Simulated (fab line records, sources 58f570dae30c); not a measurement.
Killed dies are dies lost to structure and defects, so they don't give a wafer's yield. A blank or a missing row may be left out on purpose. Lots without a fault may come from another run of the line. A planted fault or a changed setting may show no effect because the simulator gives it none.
fab line records | flow berkeley_cmos170
record lots=14 wafers=42 last_day=13
route steps=331 shown CONTACT@231 V1@263
lots that met no fault: from a run of the same line without faults
start_h: hours from the record's first day to the start of the lot's first wafer shown | wait_h: hours since the lot's step before | " the same as in the row above | L1.1+2: a row that stands for several wafers | - no value, or no start given | * or withheld: withheld | < > ~ a bound
route shown NAME@n: a module of which the file shows steps, and the number in the route of the first | usual: mean/standard deviation of fault-free wafers | same: alike in all rows | chamber/n: place in a boat | sites: the reading at each site | _std_site: their standard deviation | _edge_site: outer sites' mean less inner sites' | radius_mm: how far each site lies from the wafer's centre | mask NAME#n: copy n | behind: the tool/chamber that last shaped the wafer | hold: why the lot was held/for how many hours/how that ended | device: the transistor (n, p or np) that didn't switch | end of line: the same wafers' tests at the end of the route | a step without rows: its recipe alone | killed: dies lost to structure and defects at the first sort, not the wafer's yield | map: a wafer's dies, x killed, . not, _ none there
set.NAME: the setting as run; set.NAME@STEP: as run at that earlier step | model.NAME: the simulator's own value behind a step, which no gauge read
steps of the route over a sample of lots; a table a step, a row a wafer
services: from which hour (start_h, from the record's first day; less than 0 if before it) a tool's chamber was out of use, for how many hours, and why
## steps
# step UCB170_CONTACT_CD_MEAS_15
# recipe target_cd_nm=700
# usual cd_nm=700.0/1.5
# columns lot.wafer tool chamber start_h wait_h cd_nm
L872.3 cd_sem-02 - 174.30 - 698.8
L872.4 " - " " 699.6
L872.6 " - " " 698.9
L871.1 cd_sem-02 - 174.58 - 699.8
L871.2 " - " " 700.3
L871.3 " - " " 699.5
L875.1 cd_sem-01 - 184.35 - 697.2
L875.2 " - " " 698.1
L875.6 " - " " 697.1
L876.2 cd_sem-01 - 184.70 - 698.3
L876.4 " - " " 699.7
L876.5 " - " " 699.9
L873.1 cd_sem-01 - 185.78 - 696.1
L873.3 " - " " 699.9
L873.4 " - " " 698.6
L878.2 cd_sem-01 - 210.86 - 702.1
L878.3 " - " " 701.2
L878.5 " - " " 700.8
L877.2 cd_sem-01 - 212.06 - 698.3
L877.5 " - " " 698.2
L877.6 " - " " 698.2
L881.1 cd_sem-01 - 212.28 - 700.4
L881.4 " - " " 701.7
L881.6 " - " " 701.2
L882.1 cd_sem-01 - 212.40 - 699.1
L882.3 " - " " 698.8
L882.5 " - " " 697.6
L883.1 cd_sem-02 - 215.90 - 699.0
L883.3 " - " " 700.0
L883.5 " - " " 699.2
L886.1 cd_sem-01 - 248.82 - 700.2
L886.4 " - " " 698.6
L886.6 " - " " 700.0
L887.2 cd_sem-01 - 249.39 - 700.1
L887.5 " - " " 699.7
L887.6 " - " " 699.8
L890.1 cd_sem-02 - 258.50 - 698.1
L890.2 " - " " 699.0
L890.5 " - " " 698.5
L894.1 cd_sem-01 - 285.10 - 699.0
L894.2 " - " " 701.4
L894.5 " - " " 699.6
# step UCB170_CONTACT_ETCH_18
# recipe chemistry=CHF3/CF4/Ar target=PSG stop_on=TiSi2 CHF3_flow_sccm=45 cf4_flow_sccm=15 Ar_flow_sccm=150 pressure_mtorr=200 rf_w=700 target_depth_a=8400 over_etch_frac=0.2 time_s=195
# usual drypump_motor_current_A=5.7/0.36 oes_product_au=0.879/0.015 throttle_valve_pct=6.94/0.16
# same over_etch_frac=0.2
# columns lot.wafer tool chamber start_h wait_h drypump_motor_current_A oes_product_au rf_hours_counter_h throttle_valve_pct
L872.3 rie_diel-01 0 - - 5.7 0.870 0 7.10
L872.4 " 2 " " 5.7 0.887 14 6.99
L872.6 " 0 " " 5.7 0.880 - 7.09
L871.1 rie_diel-03 3 - - 6.0 0.860 11 7.04
L871.2 " 0 " " 5.9 0.912 103 6.96
L871.3 " 1 " " 5.4 0.873 76 6.75
L875.1 rie_diel-01 2 - - 5.7 0.875 14 6.98
L875.2 " 0 " " 5.7 0.866 1 7.10
L875.6 " 0 " " 5.7 0.873 - 7.08
L876.2 rie_diel-02 0 - - 5.9 0.881 15 6.81
L876.4 " 0 " " 5.9 0.871 - 6.80
L876.5 " 3 " " 6.4 0.891 - 6.66
L873.1 rie_diel-01 0 - - 5.7 0.867 1 7.09
L873.3 " 2 " " 5.7 0.877 14 6.97
L873.4 " 1 " " 5.1 0.866 - 6.75
L878.2 rie_diel-02 3 - - 6.3 0.886 5 6.67
L878.3 " 2 " " 5.3 0.878 0 6.92
L878.5 " 1 " " 6.2 0.862 - 7.16
L877.2 rie_diel-02 3 - - 6.3 0.890 5 6.67
L877.5 " 0 " " 5.9 0.870 - 6.79
L877.6 " 1 " " 6.2 0.870 - 7.14
L881.1 rie_diel-03 3 - - 6.0 0.859 13 7.05
L881.4 " 0 " " 5.9 0.906 105 6.96
L881.6 " 1 " " 5.4 0.881 - 6.75
L882.1 rie_diel-01 2 - - 5.7 0.877 16 6.98
L882.3 " 3 " " 5.2 0.874 1 7.13
L882.5 " 0 " " 5.7 0.868 - 7.09
L883.1 rie_diel-02 1 - - 6.2 0.867 22 7.16
L883.3 " 2 " " 5.4 0.883 0 6.91
L883.5 " 0 " " 5.9 0.875 - 6.80
L886.1 rie_diel-01 1 - - 5.1 0.873 75 6.75
L886.4 " 1 " " 5.1 0.869 - 6.74
L886.6 " 3 " " 5.2 0.878 - 7.13
L887.2 rie_diel-03 2 - - 5.5 0.893 18 7.08
L887.5 " 3 " " 6.0 0.853 - 7.04
L887.6 " 2 " " 5.5 0.883 - 7.07
L890.1 rie_diel-01 2 - - 5.7 0.873 18 6.98
L890.2 " 0 " " 5.7 0.867 4 7.09
L890.5 " 3 " " 5.2 0.870 - 7.14
L894.1 rie_diel-01 3 - - 5.2 0.876 3 7.13
L894.2 " 2 " " 5.7 0.877 19 6.98
L894.5 " 3 " " 5.2 0.891 - 7.13
# step UCB170_CONTACT_CD_MEAS_90
# recipe target_cd_nm=700
# usual cd_nm=699.2/1.9
# columns lot.wafer tool chamber start_h wait_h cd_nm
L872.3 cd_sem-02 - 174.74 0.1 697.7
L872.4 " - " " 698.8
L872.6 " - " " 697.9
L871.1 cd_sem-02 - 175.07 0.1 697.3
L871.2 " - " " 699.1
L871.3 " - " " 699.1
L875.1 cd_sem-01 - 184.80 0.1 696.4
L875.2 " - " " 696.8
L875.6 " - " " 696.1
L876.2 cd_sem-01 - 185.12 0.1 697.5
L876.4 " - " " 698.6
L876.5 " - " " 700.8
L873.1 cd_sem-01 - 186.21 0.1 695.1
L873.3 " - " " 699.2
L873.4 " - " " 696.8
L878.2 cd_sem-02 - 211.28 0.1 703.5
L878.3 " - " " 702.3
L878.5 " - " " 701.2
L877.2 cd_sem-01 - 212.54 0.1 699.4
L877.5 " - " " 697.1
L877.6 " - " " 698.6
L881.1 cd_sem-01 - 212.70 0.1 697.0
L881.4 " - " " 699.7
L881.6 " - " " 699.8
L882.1 cd_sem-02 - 212.82 0.1 699.1
L882.3 " - " " 698.7
L882.5 " - " " 697.2
L883.1 cd_sem-02 - 216.33 0.1 699.2
L883.3 " - " " 701.1
L883.5 " - " " 698.0
L886.1 cd_sem-02 - 249.24 0.1 697.7
L886.4 " - " " 696.2
L886.6 " - " " 699.1
L887.2 cd_sem-01 - 249.81 0.1 700.4
L887.5 " - " " 697.1
L887.6 " - " " 699.9
L890.1 cd_sem-01 - 258.93 0.1 697.9
L890.2 " - " " 698.9
L890.5 " - " " 697.3
L894.1 cd_sem-01 - 285.52 0.1 699.5
L894.2 " - " " 700.8
L894.5 " - " " 699.6
# step UCB170_V1_EXPOSE_09
# recipe mask_id=VIA1 target_cd_nm=700 na=0.5 sigma_outer=0.6 source_shape=conventional dose_mj=37
# usual exposure_dose_mJ_cm2=37.07/0.039 focus_offset_nm=-0.1/0.51 sigma_outer=0.6/0 stage_vel_mm_s=500.01/0.25
# columns lot.wafer tool chamber start_h wait_h mask exposure_dose_mJ_cm2 focus_offset_nm sigma_outer stage_vel_mm_s
L872.3 krf_scanner-02 0 179.71 0.2 VIA1#0 37.01 -0.2 0.6 500.21
L872.4 " 0 " " VIA1#0 37.11 -0.4 0.6 499.96
L872.6 " 0 " " VIA1#0 37.11 -0.2 0.6 499.94
L871.1 krf_scanner-02 0 180.91 0.1 VIA1#0 37.07 0.3 0.6 500.29
L871.2 " 0 " " VIA1#0 37.10 -0.4 0.6 500.19
L871.3 " 0 " " VIA1#0 37.03 -1.0 0.6 500.15
L875.1 krf_scanner-01 0 191.28 0.3 VIA1#0 37.02 -0.7 0.6 500.35
L875.2 " 0 " " VIA1#0 37.07 -0.3 0.6 500.56
L875.6 " 0 " " VIA1#0 37.00 -0.5 0.6 500.19
L876.2 krf_scanner-02 0 191.55 0.3 VIA1#0 37.14 -0.1 0.6 499.87
L876.4 " 0 " " VIA1#0 37.14 0.7 0.6 500.06
L876.5 " 0 " " VIA1#0 37.06 -0.9 0.6 499.74
L873.1 krf_scanner-01 0 193.16 0.3 VIA1#0 37.07 -0.3 0.6 499.81
L873.3 " 0 " " VIA1#0 37.10 -0.1 0.6 499.62
L873.4 " 0 " " VIA1#0 37.06 0.1 0.6 499.86
L878.2 krf_scanner-01 0 216.61 0.2 VIA1#0 37.10 -0.2 0.6 500.49
L878.3 " 0 " " VIA1#0 37.07 -1.2 0.6 500.12
L878.5 " 0 " " VIA1#0 37.05 -1.3 0.6 500.18
L877.2 krf_scanner-01 0 219.15 0.1 VIA1#0 37.11 0.3 0.6 500.00
L877.5 " 0 " " VIA1#0 37.12 0.4 0.6 499.70
L877.6 " 0 " " VIA1#0 37.12 0.1 0.6 499.85
L881.1 krf_scanner-02 0 219.47 0.5 VIA1#0 37.13 -0.4 0.6 499.66
L881.4 " 0 " " VIA1#0 37.07 -0.3 0.6 500.33
L881.6 " 0 " " VIA1#0 37.12 -0.8 0.6 499.86
L882.1 krf_scanner-01 0 219.72 0.3 VIA1#0 37.02 0.0 0.6 499.75
L882.3 " 0 " " VIA1#0 37.03 0.1 0.6 499.89
L882.5 " 0 " " VIA1#0 37.11 -0.1 0.6 500.23
L883.1 krf_scanner-01 0 221.28 0.1 VIA1#0 37.01 1.4 0.6 499.85
L883.3 " 0 " " VIA1#0 37.01 0.1 0.6 499.98
L883.5 " 0 " " VIA1#0 37.01 0.8 0.6 499.48
L886.1 krf_scanner-01 - 254.40 0.3 VIA1#0 - - - -
L886.4 " - " " VIA1#0 - - - -
L886.6 " - " " VIA1#0 - - - -
L887.2 krf_scanner-02 - 255.99 0.2 VIA1#0 - - - -
L887.5 " - " " VIA1#0 - - - -
L887.6 " - " " VIA1#0 - - - -
L890.1 krf_scanner-02 0 264.01 0.1 VIA1#0 37.09 0.1 0.6 499.49
L890.2 " 0 " " VIA1#0 37.16 -0.3 0.6 499.60
L890.5 " 0 " " VIA1#0 37.10 -0.4 0.6 499.62
L894.1 krf_scanner-01 0 293.65 0.1 VIA1#0 37.09 0.3 0.6 499.92
L894.2 " 0 " " VIA1#0 37.15 -0.4 0.6 500.03
L894.5 " 0 " " VIA1#0 37.15 -0.7 0.6 500.01
## services
# columns tool chamber start_h hours kind
krf_scanner-01 - 150.67 0.8 pm
rie_diel-02 - 164.94 0.4 repair
rie_diel-03 2 165.93 3.0 repair
rie_diel-01 3 174.58 - clean
rie_diel-01 3 174.58 25.7 scheduled_down
rie_diel-01 3 174.58 25.7 vent_cycle
krf_scanner-02 - 177.09 0.8 pm
krf_scanner-02 - 177.96 1.3 pm
krf_scanner-01 - 194.57 0.7 repair
rie_diel-01 0 213.03 5.8 repair
rie_diel-01 - 213.30 0.9 repair
krf_scanner-02 - 224.74 2.7 repair
rie_diel-02 - 227.11 0.3 repair
krf_scanner-01 - 227.41 1.0 pm
rie_diel-01 0 244.41 9.2 repair
krf_scanner-01 - 245.70 2.4 repair
krf_scanner-02 - 248.20 1.0 pm
rie_diel-01 3 254.61 2.0 repair
krf_scanner-01 - 262.65 5.9 repair
rie_diel-01 - 262.78 2.8 pm
rie_diel-01 - 269.59 15.6 pm
krf_scanner-01 - 270.15 4.2 repair
krf_scanner-01 - 290.52 1.3 pm
krf_scanner-02 - 291.88 4.0 pm
## key
first_sign step=UCB170_V1_EXPOSE_09 reading=tool_record direction=missing
effect none on later readings
met_at UCB170_V1_EXPOSE_09
struck_lots L886,L887
later_rows_left_out L886.1,L886.4,L886.6,L887.2,L887.5,L887.6
sort_left_out L886.1,L886.4,L886.6,L887.2,L887.5,L887.6
not_acting_at UCB170_CONTACT_CD_MEAS_15,UCB170_CONTACT_ETCH_18,UCB170_CONTACT_CD_MEAS_90
onset_between 221.28 254.40
fault kind=skipped_step_whole tool=krf_scanner-01,krf_scanner-02 chamber=- onset_h=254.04 steps=UCB170_V1_EXPOSE_09 scope=struck_lots_only
# sort_left_out: the simulated sort isn't trusted on such a fault, so these wafers' sort isn't shown, and their yield isn't known
# later_rows_left_out: the simulator's readings of these wafers behind a module that went badly wrong aren't trusted and aren't shown, but for the sort
